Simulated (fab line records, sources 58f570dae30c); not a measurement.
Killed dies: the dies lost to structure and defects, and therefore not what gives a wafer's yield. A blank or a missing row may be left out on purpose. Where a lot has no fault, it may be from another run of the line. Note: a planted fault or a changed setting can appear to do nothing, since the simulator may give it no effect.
The tool behind it: which one? || flow berkeley-cmos170 || 14 lots with 42 wafers sampled at 3 steps, on a route of 331 steps

WHAT THE GAUGES READ, wafer by wafer
UCB170_CONTACT_THK_MEAS_02. Usual: CONTACT_PSG_THK typically reads 702 nm, with standard deviation 6.6.
{"lot": "L537", "measured": "day 8 01:10", "on": "film-metro-01", "CONTACT_PSG_THK (nm)": "698 702 698", "flag": ""}
{"lot": "L536", "measured": "day 8 02:23", "on": "film-metro-03", "CONTACT_PSG_THK (nm)": "705 710 705", "flag": ""}
{"lot": "L539", "measured": "day 8 16:47", "on": "film-metro-02", "CONTACT_PSG_THK (nm)": "703 710 711", "flag": ""}
{"lot": "L541", "measured": "day 8 17:35", "on": "film-metro-03", "CONTACT_PSG_THK (nm)": "711 709 713", "flag": ""}
{"lot": "L542", "measured": "day 9 01:34", "on": "film-metro-03", "CONTACT_PSG_THK (nm)": "699 699 694", "flag": ""}
{"lot": "L543", "measured": "day 9 15:50", "on": "film-metro-02", "CONTACT_PSG_THK (nm)": "701 694 694", "flag": ""}
{"lot": "L544", "measured": "day 9 17:18", "on": "film-metro-01", "CONTACT_PSG_THK (nm)": "700 705 699", "flag": ""}
{"lot": "L546", "measured": "day 9 17:18", "on": "film-metro-02", "CONTACT_PSG_THK (nm)": "705 708 705", "flag": ""}
{"lot": "L549", "measured": "day 10 15:29", "on": "film-metro-02", "CONTACT_PSG_THK (nm)": "705 701 698", "flag": ""}
{"lot": "L548", "measured": "day 10 16:08", "on": "film-metro-02", "CONTACT_PSG_THK (nm)": "697 705 702", "flag": ""}
{"lot": "L547", "measured": "day 10 17:14", "on": "film-metro-02", "CONTACT_PSG_THK (nm)": "710 707 703", "flag": ""}
{"lot": "L550", "measured": "day 11 02:53", "on": "film-metro-01", "CONTACT_PSG_THK (nm)": "709 706 702", "flag": ""}
{"lot": "L558", "measured": "day 12 19:12", "on": "film-metro-03", "CONTACT_PSG_THK (nm)": "704 707 716", "flag": ""}
{"lot": "L559", "measured": "day 13 04:23", "on": "film-metro-01", "CONTACT_PSG_THK (nm)": "705 703 701", "flag": ""}

UCB170_M1_OVL_MEAS_10. Usual: M1_OVL typically reads 2 nm, with standard deviation 6.3.
{"lot": "L537", "measured": "day 8 06:26", "on": "overlay-01", "M1_OVL (nm)": "1 2 2", "flag": ""}
{"lot": "L536", "measured": "day 8 07:07", "on": "overlay-01", "M1_OVL (nm)": "2 -1 -2", "flag": ""}
{"lot": "L539", "measured": "day 8 21:56", "on": "overlay-01", "M1_OVL (nm)": "0 -3 -2", "flag": ""}
{"lot": "L541", "measured": "day 8 23:53", "on": "overlay-01", "M1_OVL (nm)": "2 -1 7", "flag": ""}
{"lot": "L542", "measured": "day 9 05:19", "on": "overlay-02", "M1_OVL (nm)": "-9 -6 -3", "flag": ""}
{"lot": "L543", "measured": "day 9 19:48", "on": "overlay-02", "M1_OVL (nm)": "0 0 1", "flag": ""}
{"lot": "L544", "measured": "day 9 21:39", "on": "overlay-02", "M1_OVL (nm)": "-5 -8 -4", "flag": ""}
{"lot": "L546", "measured": "day 9 21:23", "on": "overlay-02", "M1_OVL (nm)": "-3 -7 1", "flag": ""}
{"lot": "L549", "measured": "day 10 19:14", "on": "overlay-02", "M1_OVL (nm)": "10 3 6", "flag": ""}
{"lot": "L548", "measured": "day 10 20:04", "on": "overlay-02", "M1_OVL (nm)": "4 10 -2", "flag": ""}
{"lot": "L547", "measured": "day 10 20:59", "on": "overlay-02", "M1_OVL (nm)": "8 5 2", "flag": ""}
{"lot": "L550", "measured": "day 11 07:46", "on": "overlay-02", "M1_OVL (nm)": "-8 -12 0", "flag": ""}
{"lot": "L558", "measured": "day 12 23:48", "on": "overlay-02", "M1_OVL (nm)": "2 5 1", "flag": ""}
{"lot": "L559", "measured": "day 13 10:48", "on": "overlay-01", "M1_OVL (nm)": "2 1 5", "flag": ""}

TOOL THAT RAN EACH LOT (tool first, then ch and the chambers of the sampled wafers, then the start)
{"lot": "L537", "UCB170_CONTACT_ETCH_18": "rie-diel-02 ch 0,2,3, day 8 06:26 or earlier"}
{"lot": "L536", "UCB170_CONTACT_ETCH_18": "rie-diel-01 ch 0,1,2, day 8 07:07 or earlier"}
{"lot": "L539", "UCB170_CONTACT_ETCH_18": "rie-diel-02 ch 0,2, day 8 21:56 or earlier"}
{"lot": "L541", "UCB170_CONTACT_ETCH_18": "rie-diel-02 ch 0,1,3, day 8 23:53 or earlier"}
{"lot": "L542", "UCB170_CONTACT_ETCH_18": "rie-diel-03 ch 0,1, day 9 05:19 or earlier"}
{"lot": "L543", "UCB170_CONTACT_ETCH_18": "rie-diel-03 ch 1,2,3, day 9 19:48 or earlier"}
{"lot": "L544", "UCB170_CONTACT_ETCH_18": "rie-diel-02 ch 2,3, day 9 21:39 or earlier"}
{"lot": "L546", "UCB170_CONTACT_ETCH_18": "rie-diel-03 ch 0,1,2, day 9 21:23 or earlier"}
{"lot": "L549", "UCB170_CONTACT_ETCH_18": "rie-diel-02 ch 0,1,3, day 10 19:14 or earlier"}
{"lot": "L548", "UCB170_CONTACT_ETCH_18": "rie-diel-01 ch 0,2,3, day 10 20:04 or earlier"}
{"lot": "L547", "UCB170_CONTACT_ETCH_18": "rie-diel-03 ch 1,3, day 10 20:59 or earlier"}
{"lot": "L550", "UCB170_CONTACT_ETCH_18": "rie-diel-02 ch 0,1,3, day 11 07:46 or earlier"}
{"lot": "L558", "UCB170_CONTACT_ETCH_18": "rie-diel-03 ch 0,3, day 12 23:48 or earlier"}
{"lot": "L559", "UCB170_CONTACT_ETCH_18": "rie-diel-02 ch 2,3, day 13 10:48 or earlier"}
- UCB170_CONTACT_ETCH_18: etches PSG in CHF3/CF4/Ar, stops on TiSi2, target depth 840 nm, time 195 s.

WHAT THE TOOLS THEMSELVES READ (means of the sampled wafers that have a number; where no wafer has one, the mark that the record gives instead)
UCB170_CONTACT_ETCH_18. Usual: drypump-motor-current-A 5.5 A, standard deviation 0.41; oes-product-au 0.896 a.u., standard deviation 0.014; throttle-valve-pct 6.91 %, standard deviation 0.11.
{"lot": "L537", "tool": "rie-diel-02", "drypump-motor-current-A (A)": 5.6, "oes-product-au (a.u.)": 0.890, "throttle-valve-pct (%)": 6.96, "flag": ""}
{"lot": "L536", "tool": "rie-diel-01", "drypump-motor-current-A (A)": 5.4, "oes-product-au (a.u.)": 0.901, "throttle-valve-pct (%)": 6.90, "flag": ""}
{"lot": "L539", "tool": "rie-diel-02", "drypump-motor-current-A (A)": 6.0, "oes-product-au (a.u.)": 0.879, "throttle-valve-pct (%)": 6.98, "flag": ""}
{"lot": "L541", "tool": "rie-diel-02", "drypump-motor-current-A (A)": 5.5, "oes-product-au (a.u.)": 0.909, "throttle-valve-pct (%)": 6.92, "flag": ""}
{"lot": "L542", "tool": "rie-diel-03", "drypump-motor-current-A (A)": 5.5, "oes-product-au (a.u.)": 0.896, "throttle-valve-pct (%)": 6.78, "flag": ""}
{"lot": "L543", "tool": "rie-diel-03", "drypump-motor-current-A (A)": 5.4, "oes-product-au (a.u.)": 0.895, "throttle-valve-pct (%)": 6.84, "flag": ""}
{"lot": "L544", "tool": "rie-diel-02", "drypump-motor-current-A (A)": 5.3, "oes-product-au (a.u.)": 0.895, "throttle-valve-pct (%)": 6.97, "flag": ""}
{"lot": "L546", "tool": "rie-diel-03", "drypump-motor-current-A (A)": 5.8, "oes-product-au (a.u.)": 0.917, "throttle-valve-pct (%)": 6.77, "flag": ""}
{"lot": "L549", "tool": "rie-diel-02", "drypump-motor-current-A (A)": 5.5, "oes-product-au (a.u.)": 0.900, "throttle-valve-pct (%)": 6.93, "flag": ""}
{"lot": "L548", "tool": "rie-diel-01", "drypump-motor-current-A (A)": 5.4, "oes-product-au (a.u.)": 0.893, "throttle-valve-pct (%)": 6.90, "flag": ""}
{"lot": "L547", "tool": "rie-diel-03", "drypump-motor-current-A (A)": 5.1, "oes-product-au (a.u.)": 0.884, "throttle-valve-pct (%)": 7.00, "flag": ""}
{"lot": "L550", "tool": "rie-diel-02", "drypump-motor-current-A (A)": 5.4, "oes-product-au (a.u.)": 0.910, "throttle-valve-pct (%)": 6.92, "flag": ""}
{"lot": "L558", "tool": "rie-diel-03", "drypump-motor-current-A (A)": 5.4, "oes-product-au (a.u.)": 0.899, "throttle-valve-pct (%)": 7.06, "flag": ""}
{"lot": "L559", "tool": "rie-diel-02", "drypump-motor-current-A (A)": 5.8, "oes-product-au (a.u.)": 0.880, "throttle-valve-pct (%)": 6.99, "flag": ""}

THE ANSWER, worked out from the rows above alone
Rule: take the mean of a lot's wafers that have a number; if it is more than 3 standard deviations from the usual mean, the lot is off. Also off: a lot with no number at a reading for which 4 or more lots have one. Where the step has rows for the other lots, those lots are counted as sound. The gauges are gone through in route order, then the tools' own readings, and for those a lot's mean is taken as printed above. The first step at which some lot is off is used, and at that step the reading that is off furthest; a lot without a number counts as furthest.
No lot is off on any of the readings shown, so nothing can be concluded from this.

WHAT HAD BEEN PUT IN BY THE SIMULATOR
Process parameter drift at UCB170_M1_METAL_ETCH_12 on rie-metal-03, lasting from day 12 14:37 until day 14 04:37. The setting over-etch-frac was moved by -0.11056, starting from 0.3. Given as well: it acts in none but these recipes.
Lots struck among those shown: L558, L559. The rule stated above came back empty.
